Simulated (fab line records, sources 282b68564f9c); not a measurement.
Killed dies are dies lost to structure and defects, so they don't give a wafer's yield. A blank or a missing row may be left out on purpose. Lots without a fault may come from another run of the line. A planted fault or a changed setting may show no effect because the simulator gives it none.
One fault seen from 2 desks | flow rit_cmos | each desk has only its own numbers; what lay behind them comes last

THE TOOL OWNER'S DESK: furnace-02
The tool's own readings at RIT_ACTIVE_OXIDATION_01 (target thk 46.8 nm, ox time 3360 s): means of the sampled wafers that have a number, for each lot that ran on this tool. A lot is out of limits, marked OUT, if its mean lies more than 4 standard deviations from the usual mean; the brackets give that distance.
Columns: A = spike_tc_centre_C at RIT_ACTIVE_OXIDATION_01, usual 1001.9 C; B = spike_tc_load_C at RIT_ACTIVE_OXIDATION_01, usual 1028.2 C; C = spike_tc_source_C at RIT_ACTIVE_OXIDATION_01, usual 1025.3 C; D = tube_center_temp_C_max at RIT_ACTIVE_OXIDATION_01, usual 1002.5; E = zone_power_source_pct at RIT_ACTIVE_OXIDATION_01, usual 37.7 %
lot  | first seen here | A                 | B                 | C                 | D      | E
L854 | day 1 10:07     | 1001.4            | 1027.0            | 1026.7            | 1002.5 | 39.2
L855 | day 1 15:50     | 1001.4            | 1027.8            | 1027.4            | 1002.2 | 39.3
L856 | day 1 20:07     | 1001.4            | 1028.5            | 1028.3            | 1002.4 | 39.6
L870 | day 4 18:07     | 1001.1            | 1029.0            | 1028.2            | 1002.6 | 39.3
L872 | day 5 04:18     | 1014.4 (+9.6) OUT | 1041.6 (+6.1) OUT | 1041.8 (+7.5) OUT | 1002.3 | 40.9
L874 | day 5 14:07     | 1014.4 (+9.6) OUT | 1042.7 (+6.6) OUT | 1041.2 (+7.2) OUT | 1002.3 | 40.5
This desk's finding: out of limits on L872, L874; first on L872, day 5 04:18 (spike_tc_centre_C at RIT_ACTIVE_OXIDATION_01). In limits: L854, L855, L856, L870.

THE METROLOGY DESK
What the gauges read, lot by lot, whatever tool the lot ran on: means of the sampled wafers that have a number. A lot is out of limits, marked OUT, if its mean lies more than 4 standard deviations from the usual mean; the brackets give that distance.
Columns: A = ACTIVE_OXIDE_THK at RIT_ACTIVE_THK_MEAS_02, usual 46.8 nm; B = cd_nm at RIT_ACTIVE_CD_MEAS_90, usual 1399.1 nm; C = cd_nm at RIT_CONTACT_CD_MEAS_08, usual 1000.1 nm
lot  | first seen here | A               | B      | C
L854 | day 1 12:04     | 48.1            | 1400.8 | 999.2
L855 | day 1 17:46     | 47.3            | 1397.8 | 998.7
L856 | day 1 22:03     | 46.5            | 1397.5 | 999.0
L858 | day 2 08:04     | 45.4            | 1400.7 | 999.7
L860 | day 2 18:04     | 46.6            | 1396.7 | 997.3
L862 | day 3 04:03     | 46.4            | 1397.0 | 995.6
L863 | day 3 09:07     | 46.1            | 1397.1 | 999.1
L865 | day 3 19:03     | 47.1            | 1396.1 | 999.4
L869 | day 4 15:04     | 47.8            | 1399.4 | 1000.4
L870 | day 4 20:03     | 47.6            | 1399.4 | 999.1
L872 | day 5 06:15     | 53.3 (+5.9) OUT | 1402.2 | 1002.8
L874 | day 5 16:03     | 53.4 (+6.0) OUT | 1404.3 | 997.8
L875 | day 5 21:04     | 45.1            | 1402.2 | 1000.0
L876 | day 6 03:02     | 47.7            | 1400.9 | 1000.8
This desk's finding: out of limits on L872, L874; first on L872, day 5 06:15 (ACTIVE_OXIDE_THK at RIT_ACTIVE_THK_MEAS_02). In limits: L854, L855, L856, L858, L860, L862, L863, L865, L869, L870, L875, L876.

PUT TOGETHER
The tool owner's desk could have raised an alarm at day 5 04:18, on L872, L874.
The metrology desk could have raised an alarm at day 5 06:15, on L872, L874.
Of the lots named, all ran RIT_ACTIVE_OXIDATION_01 on furnace-02.

WHAT THE SIMULATOR HAD PUT IN
Process parameter drift: furnace-02, from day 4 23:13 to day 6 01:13, at RIT_ACTIVE_OXIDATION_01. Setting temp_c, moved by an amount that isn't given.
Lots struck among those shown: L872, L874.
Hours from the fault's start to each desk's first reading out of limits: the tool owner's desk, 5; the metrology desk, 7.
